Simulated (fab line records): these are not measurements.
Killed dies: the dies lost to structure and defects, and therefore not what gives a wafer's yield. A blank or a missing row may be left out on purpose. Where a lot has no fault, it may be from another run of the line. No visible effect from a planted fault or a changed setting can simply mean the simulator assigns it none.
fab line records :: flow rit-cmos
[record]
  lots = 5
  wafers = 15
  last-day = 7
route steps=202 shown FOX1@22 FOX2@23 NWELL@28
lots that met no fault: from a run of the same line without faults
start-h: hours from the record's first day to the start of the lot's first wafer shown :: wait-h: how many hours have passed since the lot's step before this one :: " the same as in the row above :: L1.1+2: several wafers, shown together as one row :: - no value, or no start was given :: * or withheld: withheld :: < > ~ a bound
route shown NAME@n: names a module that has steps shown in the file, with the first one's number in the route :: usual: mean/standard deviation of fault-free wafers :: same: alike in all rows :: chamber/n: place in a boat :: sites: readings site by site :: _std_site: their standard deviation :: _edge_site: the outer-site mean with the inner-site mean subtracted :: radius-mm: for every site, how far away it sits from the centre of the wafer :: mask NAME#n: copy n :: behind: tool/chamber where the wafer was last shaped :: hold: why the lot went on hold/how many hours it stayed there/how the hold came to an end :: device: names the non-switching transistor (n, p or np) :: end of line: tests of these same wafers at the route's end :: where a step has no rows: the recipe by itself :: killed: at the first sort, the dies lost to defects and structure; wafer yield is something else :: map: shows each die of a wafer: x if killed, . if not, _ if none is there
set.NAME: the setting that was run; set.NAME@STEP: the one run at that earlier step :: model.NAME: the simulator's own value behind a step, which no gauge read
certain route steps with their lots: each step a table, each wafer a row
services: from which hour (start-h, from the record's first day; less than 0 if before it) a tool's chamber was out of use, for how many hours, and why
[[steps]]
[step RIT_FOX1_WET_ETCH_02]
[recipe]
  chemistry = BOE
  target-depth-nm = 350
  time-s = 390
  temp-c = 21.5
  dry = n2-spin
  dilution = 10:1
  target = SiO2
lot.wafer: L077.2+3+5
tool: wet-bench-02
chamber: 1
start-h: 33.56
wait-h: 0.0

lot.wafer: L084.1+5+6
tool: wet-bench-02
chamber: 2
start-h: 67.01
wait-h: 0.1

lot.wafer: L089.3+5+6
tool: wet-bench-02
chamber: 3
start-h: 91.89
wait-h: 0.0

lot.wafer: L091.2+4+6
tool: wet-bench-01
chamber: 3
start-h: 101.88
wait-h: 0.0

lot.wafer: L094.1+4+5
tool: wet-bench-02
chamber: 1
start-h: 116.89
wait-h: 0.1
[step RIT_FOX2_OXIDATION_00]
[recipe]
  temp-c = 1100
  ambient = H2O
  target-thk-a = 3507
  p-h2o-torr = 720
  ox-time-s = 1130
[usual]
  ox-temp-c = 1100.1/0.47
  spike-tc-load-C = 1129.2/1.1
lot.wafer: L077.2
tool: furnace-04
chamber: 0
start-h: 34.57
wait-h: 0.9
ox-temp-c: 1099.7
spike-tc-load-C: 1129.0

lot.wafer: L077.3
tool: furnace-04
chamber: 0
start-h: 34.57
wait-h: 0.9
ox-temp-c: 1099.5
spike-tc-load-C: 1130.2

lot.wafer: L077.5
tool: furnace-04
chamber: 0
start-h: 34.57
wait-h: 0.9
ox-temp-c: 1100.3
spike-tc-load-C: 1129.4

lot.wafer: L084.1
tool: furnace-04
chamber: 0
start-h: 67.15
wait-h: 0.0
ox-temp-c: 1100.2
spike-tc-load-C: 1128.2

lot.wafer: L084.5
tool: furnace-04
chamber: 0
start-h: 67.15
wait-h: 0.0
ox-temp-c: 1099.2
spike-tc-load-C: 1127.9

lot.wafer: L084.6
tool: furnace-04
chamber: 0
start-h: 67.15
wait-h: 0.0
ox-temp-c: 1100.6
spike-tc-load-C: 1130.6

lot.wafer: L089.3
tool: furnace-01
chamber: 0
start-h: 92.01
wait-h: 0.0
ox-temp-c: 1100.2
spike-tc-load-C: 1129.5

lot.wafer: L089.5
tool: furnace-01
chamber: 0
start-h: 92.01
wait-h: 0.0
ox-temp-c: 1099.7
spike-tc-load-C: 1128.1

lot.wafer: L089.6
tool: furnace-01
chamber: 0
start-h: 92.01
wait-h: 0.0
ox-temp-c: 1100.6
spike-tc-load-C: 1130.2

lot.wafer: L091.2
tool: furnace-01
chamber: 0
start-h: 102.06
wait-h: 0.1
ox-temp-c: 1099.8
spike-tc-load-C: 1127.9

lot.wafer: L091.4
tool: furnace-01
chamber: 0
start-h: 102.06
wait-h: 0.1
ox-temp-c: 1099.8
spike-tc-load-C: 1128.7

lot.wafer: L091.6
tool: furnace-01
chamber: 0
start-h: 102.06
wait-h: 0.1
ox-temp-c: 1099.8
spike-tc-load-C: 1129.9

lot.wafer: L094.1
tool: furnace-02
chamber: 0
start-h: 117.85
wait-h: 0.8
ox-temp-c: 1100.1
spike-tc-load-C: 1128.2

lot.wafer: L094.4
tool: furnace-02
chamber: 0
start-h: 117.85
wait-h: 0.8
ox-temp-c: 1099.6
spike-tc-load-C: 1130.7

lot.wafer: L094.5
tool: furnace-02
chamber: 0
start-h: 117.85
wait-h: 0.8
ox-temp-c: 1100.0
spike-tc-load-C: 1130.1
[step RIT_FOX2_THK_MEAS_01]
[recipe]
  reads = SiO2_of_FOX2_OXIDATION_00
[usual]
  FOX2_OXIDE_THK = 352/5.9
lot.wafer: L077.2
tool: film-metro-01
chamber: -
start-h: 35.90
wait-h: 0.0
FOX2_OXIDE_THK[nm]: 355

lot.wafer: L077.3
tool: film-metro-01
chamber: -
start-h: 35.90
wait-h: 0.0
FOX2_OXIDE_THK[nm]: 355

lot.wafer: L077.5
tool: film-metro-01
chamber: -
start-h: 35.90
wait-h: 0.0
FOX2_OXIDE_THK[nm]: 354

lot.wafer: L084.1
tool: film-metro-03
chamber: -
start-h: 68.46
wait-h: 0.0
FOX2_OXIDE_THK[nm]: 363

lot.wafer: L084.5
tool: film-metro-03
chamber: -
start-h: 68.46
wait-h: 0.0
FOX2_OXIDE_THK[nm]: 368

lot.wafer: L084.6
tool: film-metro-03
chamber: -
start-h: 68.46
wait-h: 0.0
FOX2_OXIDE_THK[nm]: 361

lot.wafer: L089.3
tool: film-metro-01
chamber: -
start-h: 93.35
wait-h: 0.0
FOX2_OXIDE_THK[nm]: 351

lot.wafer: L089.5
tool: film-metro-01
chamber: -
start-h: 93.35
wait-h: 0.0
FOX2_OXIDE_THK[nm]: 348

lot.wafer: L089.6
tool: film-metro-01
chamber: -
start-h: 93.35
wait-h: 0.0
FOX2_OXIDE_THK[nm]: 344

lot.wafer: L091.2
tool: film-metro-01
chamber: -
start-h: 103.38
wait-h: 0.0
FOX2_OXIDE_THK[nm]: 345

lot.wafer: L091.4
tool: film-metro-01
chamber: -
start-h: 103.38
wait-h: 0.0
FOX2_OXIDE_THK[nm]: 348

lot.wafer: L091.6
tool: film-metro-01
chamber: -
start-h: 103.38
wait-h: 0.0
FOX2_OXIDE_THK[nm]: 344

lot.wafer: L094.1
tool: film-metro-03
chamber: -
start-h: 119.16
wait-h: 0.0
FOX2_OXIDE_THK[nm]: 348

lot.wafer: L094.4
tool: film-metro-03
chamber: -
start-h: 119.16
wait-h: 0.0
FOX2_OXIDE_THK[nm]: 351

lot.wafer: L094.5
tool: film-metro-03
chamber: -
start-h: 119.16
wait-h: 0.0
FOX2_OXIDE_THK[nm]: 353
[step RIT_FOX2_CLEAN_02]
[recipe]
  chemistry = dHF
  dilution = 50:1
  time-s = 180
lot.wafer: L077.2+3+5
tool: wet-bench-04
chamber: 3
start-h: 35.95
wait-h: 0.0

lot.wafer: L084.1+5+6
tool: wet-bench-02
chamber: 2
start-h: 68.52
wait-h: 0.1

lot.wafer: L089.3+5+6
tool: wet-bench-01
chamber: 0
start-h: 93.39
wait-h: 0.0

lot.wafer: L091.2+4+6
tool: wet-bench-01
chamber: 3
start-h: 103.43
wait-h: 0.0

lot.wafer: L094.1+4+5
tool: wet-bench-02
chamber: 1
start-h: 119.22
wait-h: 0.1
[step RIT_FOX2_WET_ETCH_03]
[recipe]
  chemistry = H3PO4
  target = Si3N4
  target-depth-nm = 195
  temp-c = 165
  time-s = 2700
lot.wafer: L077.2+3+5
tool: wet-bench-02
chamber: 3
start-h: 36.01
wait-h: 0.0

lot.wafer: L084.1+5+6
tool: wet-bench-02
chamber: 2
start-h: 68.58
wait-h: 0.0

lot.wafer: L089.3+5+6
tool: wet-bench-02
chamber: 1
start-h: 93.44
wait-h: 0.0

lot.wafer: L091.2+4+6
tool: wet-bench-02
chamber: 2
start-h: 103.49
wait-h: 0.0

lot.wafer: L094.1+4+5
tool: wet-bench-01
chamber: 0
start-h: 119.34
wait-h: 0.0
[step RIT_FOX2_THK_MEAS_90]
[recipe]
  reads = SiO2_of_FOX2_OXIDATION_00
[usual]
  FIELD_OXIDE_LEFT_1_THK = 324/5.8
lot.wafer: L077.2
tool: film-metro-03
chamber: -
start-h: 36.78
wait-h: 0.0
FIELD_OXIDE_LEFT_1_THK[nm]: 326

lot.wafer: L077.3
tool: film-metro-03
chamber: -
start-h: 36.78
wait-h: 0.0
FIELD_OXIDE_LEFT_1_THK[nm]: 328

lot.wafer: L077.5
tool: film-metro-03
chamber: -
start-h: 36.78
wait-h: 0.0
FIELD_OXIDE_LEFT_1_THK[nm]: 326

lot.wafer: L084.1
tool: film-metro-03
chamber: -
start-h: 69.41
wait-h: 0.0
FIELD_OXIDE_LEFT_1_THK[nm]: 336

lot.wafer: L084.5
tool: film-metro-03
chamber: -
start-h: 69.41
wait-h: 0.0
FIELD_OXIDE_LEFT_1_THK[nm]: 341

lot.wafer: L084.6
tool: film-metro-03
chamber: -
start-h: 69.41
wait-h: 0.0
FIELD_OXIDE_LEFT_1_THK[nm]: 334

lot.wafer: L089.3
tool: film-metro-01
chamber: -
start-h: 94.22
wait-h: 0.0
FIELD_OXIDE_LEFT_1_THK[nm]: 323

lot.wafer: L089.5
tool: film-metro-01
chamber: -
start-h: 94.22
wait-h: 0.0
FIELD_OXIDE_LEFT_1_THK[nm]: 321

lot.wafer: L089.6
tool: film-metro-01
chamber: -
start-h: 94.22
wait-h: 0.0
FIELD_OXIDE_LEFT_1_THK[nm]: 317

lot.wafer: L091.2
tool: film-metro-03
chamber: -
start-h: 104.26
wait-h: 0.0
FIELD_OXIDE_LEFT_1_THK[nm]: 318

lot.wafer: L091.4
tool: film-metro-03
chamber: -
start-h: 104.26
wait-h: 0.0
FIELD_OXIDE_LEFT_1_THK[nm]: 322

lot.wafer: L091.6
tool: film-metro-03
chamber: -
start-h: 104.26
wait-h: 0.0
FIELD_OXIDE_LEFT_1_THK[nm]: 317

lot.wafer: L094.1
tool: film-metro-03
chamber: -
start-h: 120.10
wait-h: 0.0
FIELD_OXIDE_LEFT_1_THK[nm]: 320

lot.wafer: L094.4
tool: film-metro-03
chamber: -
start-h: 120.10
wait-h: 0.0
FIELD_OXIDE_LEFT_1_THK[nm]: 324

lot.wafer: L094.5
tool: film-metro-03
chamber: -
start-h: 120.10
wait-h: 0.0
FIELD_OXIDE_LEFT_1_THK[nm]: 326
[step RIT_NWELL_HMDS_00]
[recipe]
  prime-time-s = 60
  prime-temp-c = 140
lot.wafer: L077.2+3+5
tool: litho-track-01
chamber: 0
start-h: 36.85
wait-h: 0.1

lot.wafer: L084.1+5+6
tool: litho-track-01
chamber: 0
start-h: 69.47
wait-h: 0.1

lot.wafer: L089.3+5+6
tool: litho-track-01
chamber: 0
start-h: 94.47
wait-h: 0.2

lot.wafer: L091.2+4+6
tool: litho-track-04
chamber: 0
start-h: 104.33
wait-h: 0.1

lot.wafer: L094.1+4+5
tool: litho-track-01
chamber: 0
start-h: 120.16
wait-h: 0.1
[step RIT_NWELL_COAT_01]
[recipe]
  resist = NOVOLAK
  spin-rpm = 2000
  resist-thk-nm = 1300
lot.wafer: L077.2+3+5
tool: litho-track-01
chamber: 0
start-h: 37.00
wait-h: 0.1

lot.wafer: L084.1+5+6
tool: litho-track-01
chamber: 0
start-h: 69.62
wait-h: 0.1

lot.wafer: L089.3+5+6
tool: litho-track-01
chamber: 0
start-h: 94.62
wait-h: 0.1

lot.wafer: L091.2+4+6
tool: litho-track-04
chamber: 0
start-h: 104.48
wait-h: 0.1

lot.wafer: L094.1+4+5
tool: litho-track-01
chamber: 0
start-h: 120.31
wait-h: 0.1
[step RIT_NWELL_SOFTBAKE_02]
[recipe]
  resist = NOVOLAK
  temp-c = 90
  time-s = 60
[usual]
  heater-power-total-W = 34.57/0.049
lot.wafer: L077.2
tool: litho-track-01
chamber: 0
start-h: 37.15
wait-h: 0.1
heater-power-total-W: 34.62

lot.wafer: L077.3
tool: litho-track-01
chamber: 0
start-h: 37.15
wait-h: 0.1
heater-power-total-W: 34.59

lot.wafer: L077.5
tool: litho-track-01
chamber: 0
start-h: 37.15
wait-h: 0.1
heater-power-total-W: 34.50

lot.wafer: L084.1
tool: litho-track-01
chamber: 0
start-h: 69.77
wait-h: 0.1
heater-power-total-W: 34.61

lot.wafer: L084.5
tool: litho-track-01
chamber: 0
start-h: 69.77
wait-h: 0.1
heater-power-total-W: 34.54

lot.wafer: L084.6
tool: litho-track-01
chamber: 0
start-h: 69.77
wait-h: 0.1
heater-power-total-W: 34.54

lot.wafer: L089.3
tool: litho-track-01
chamber: 0
start-h: 94.77
wait-h: 0.1
heater-power-total-W: 34.59

lot.wafer: L089.5
tool: litho-track-01
chamber: 0
start-h: 94.77
wait-h: 0.1
heater-power-total-W: 34.58

lot.wafer: L089.6
tool: litho-track-01
chamber: 0
start-h: 94.77
wait-h: 0.1
heater-power-total-W: 34.57

lot.wafer: L091.2
tool: litho-track-04
chamber: 0
start-h: 104.63
wait-h: 0.1
heater-power-total-W: 34.48

lot.wafer: L091.4
tool: litho-track-04
chamber: 0
start-h: 104.63
wait-h: 0.1
heater-power-total-W: 34.62

lot.wafer: L091.6
tool: litho-track-04
chamber: 0
start-h: 104.63
wait-h: 0.1
heater-power-total-W: 34.59

lot.wafer: L094.1
tool: litho-track-01
chamber: 0
start-h: 120.46
wait-h: 0.1
heater-power-total-W: 34.50

lot.wafer: L094.4
tool: litho-track-01
chamber: 0
start-h: 120.46
wait-h: 0.1
heater-power-total-W: 34.60

lot.wafer: L094.5
tool: litho-track-01
chamber: 0
start-h: 120.46
wait-h: 0.1
heater-power-total-W: 34.52
[[services]]
tool: furnace-01
chamber: -
start-h: 13.27
hours: 2.9
kind: pm

tool: furnace-04
chamber: -
start-h: 59.94
hours: 3.0
kind: pm

tool: wet-bench-02
chamber: -
start-h: 60.44
hours: 1.3
kind: repair

tool: wet-bench-02
chamber: -
start-h: 86.55
hours: 1.9
kind: pm

tool: furnace-02
chamber: -
start-h: 114.22
hours: 2.1
kind: pm
[[key]]
fault none
